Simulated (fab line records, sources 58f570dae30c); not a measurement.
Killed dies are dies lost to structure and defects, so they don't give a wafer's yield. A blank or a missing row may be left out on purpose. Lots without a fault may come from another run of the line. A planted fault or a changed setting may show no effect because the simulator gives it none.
Split-lot experiment | flow berkeley_cmos170 | 5 lots, 23 wafers read, on a route of 331 steps

THE SPLIT
At UCB170_ACTIVE_ETCH_15 (etches Si3N4 in CH3F/Ar/O2, stops on SiO2, target depth 242 nm, time 151 s), the setting time_s was moved away from the recipe's 151 s on 4 of the 23 wafers read, by -5.1% to +13.2%. The other wafers ran this setting at the recipe's value.

The reading is taken at the split's own step.

THE READING
SiO2_of_ACTIVE_OXIDATION_02.thk_nm (the simulator's own value, which no gauge read), in nm, at UCB170_ACTIVE_ETCH_15 (etches Si3N4 in CH3F/Ar/O2, stops on SiO2, target depth 242 nm, time 151 s). The file gives no usual value for it. The 19 wafers here that ran the recipe average 22.09 nm, standard deviation 1.4 nm.

wafer  | tool, chamber at the split | time_s as run, s | against the recipe | SiO2_of_ACTIVE_OXIDATION_02.thk_nm, nm | against lot-mates on the recipe
L076.1 | rie_diel-02, 1             | 151              | recipe             | 19.73                                  | -
L076.2 | rie_diel-02, 0             | 151              | recipe             | 20.33                                  | -
L076.3 | rie_diel-02, 2             | 143.3            | -5.1%              | 19.98                                  | -0.12
L076.4 | rie_diel-02, 2             | 151              | recipe             | 20.25                                  | -
L076.5 | rie_diel-02, 0             | 143.3            | -5.1%              | 20.45                                  | +0.35
L082.1 | rie_diel-01, 0             | 151              | recipe             | 21.21                                  | -
L082.2 | rie_diel-01, 3             | 151              | recipe             | 20.28                                  | -
L082.3 | rie_diel-01, 2             | 151              | recipe             | 21.41                                  | -
L082.5 | rie_diel-01, 2             | 151              | recipe             | 20.86                                  | -
L082.6 | rie_diel-01, 1             | 151              | recipe             | 20.99                                  | -
L084.2 | rie_diel-01, 3             | 151              | recipe             | 21.96                                  | -
L084.3 | rie_diel-01, 2             | 151              | recipe             | 22.43                                  | -
L084.4 | rie_diel-01, 1             | 151              | recipe             | 22.33                                  | -
L085.1 | rie_diel-02, 1             | 151              | recipe             | 23                                     | -
L085.3 | rie_diel-02, 3             | 151              | recipe             | 23.51                                  | -
L085.4 | rie_diel-02, 2             | 151              | recipe             | 23.73                                  | -
L085.5 | rie_diel-02, 1             | 151              | recipe             | 23.18                                  | -
L085.6 | rie_diel-02, 0             | 151              | recipe             | 23.61                                  | -
L083.1 | rie_diel-01, 0             | 171              | +13.2%             | 17.82                                  | -5.79
L083.2 | rie_diel-01, 2             | 151              | recipe             | 24.07                                  | -
L083.3 | rie_diel-01, 3             | 151              | recipe             | 23.33                                  | -
L083.4 | rie_diel-01, 1             | 151              | recipe             | 23.43                                  | -
L083.6 | rie_diel-01, 2             | 171              | +13.2%             | 19.25                                  | -4.36

THE FIT
A straight line over all 23 wafers: SiO2_of_ACTIVE_OXIDATION_02.thk_nm changes by -0.172 nm for each +1% of time_s; r = -0.43; the points scatter about the line by 1.6 nm.
The same after taking each lot's own level away (the mean of its wafers on the recipe; 23 wafers): -0.328 nm for each +1%; r = -0.92; scatter 0.61 nm.
On that fit, the largest move of time_s shifts the reading by 4.4 nm.
The lots' own levels span 20.103 to 23.610 nm, that is 2.6 times the standard deviation above.
So the lot-to-lot level blurs the effect unless lot-mates are compared.
Check: with one of the wafers moved furthest among these (+13.2%) left out of the fit, the line predicts -3.55 nm for it against its lot-mates. It came out at -5.79 nm against them.

OTHER SPLITS ON THESE WAFERS
These wafers also went through other splits before the reading. Each is held against what the fit with the lots' levels taken away leaves over:
other split on the same wafers       | wafers away from the commonest value | r with SiO2_of_ACTIVE_OXIDATION_02.thk_nm (lot level and that fit taken away)
UCB170_START_OXIDATION_02 temp_c     | 15                                   | -0.27
UCB170_PWELL_COAT_08 spin_rpm        | 4                                    | -0.03
UCB170_PWELL_IMPLANT_15 dose_cm2     | 7                                    | -0.23
UCB170_ACTIVE_OXIDATION_02 ox_time_s | 18                                   | +0.18

THE WHOLE CHAIN: every reading that the file lists as answering this split, in the file's order
step                   | what it does                                                               | reading                                                                             | change (the file's fit)               | r (the file's)
UCB170_ACTIVE_ETCH_15  | etches Si3N4 in CH3F/Ar/O2, stops on SiO2, target depth 242 nm, time 151 s | KrF_of_ACTIVE_COAT_08.thk_nm (the simulator's own value, which no gauge read)       | -1.75 nm for each +1% of the setting  | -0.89
UCB170_ACTIVE_ETCH_15  | etches Si3N4 in CH3F/Ar/O2, stops on SiO2, target depth 242 nm, time 151 s | SiO2_of_ACTIVE_OXIDATION_02.thk_nm (the simulator's own value, which no gauge read) | -0.337 nm for each +1% of the setting | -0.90
UCB170_ACTIVE_STRIP_16 | strips in O2                                                               | strip_time_to_endpoint_s                                                            | withheld for each +1% of the setting  | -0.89

THE FILE'S OWN FIT
SiO2_of_ACTIVE_OXIDATION_02.thk_nm changes by -0.337 nm for each +1% of time_s, r = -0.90.
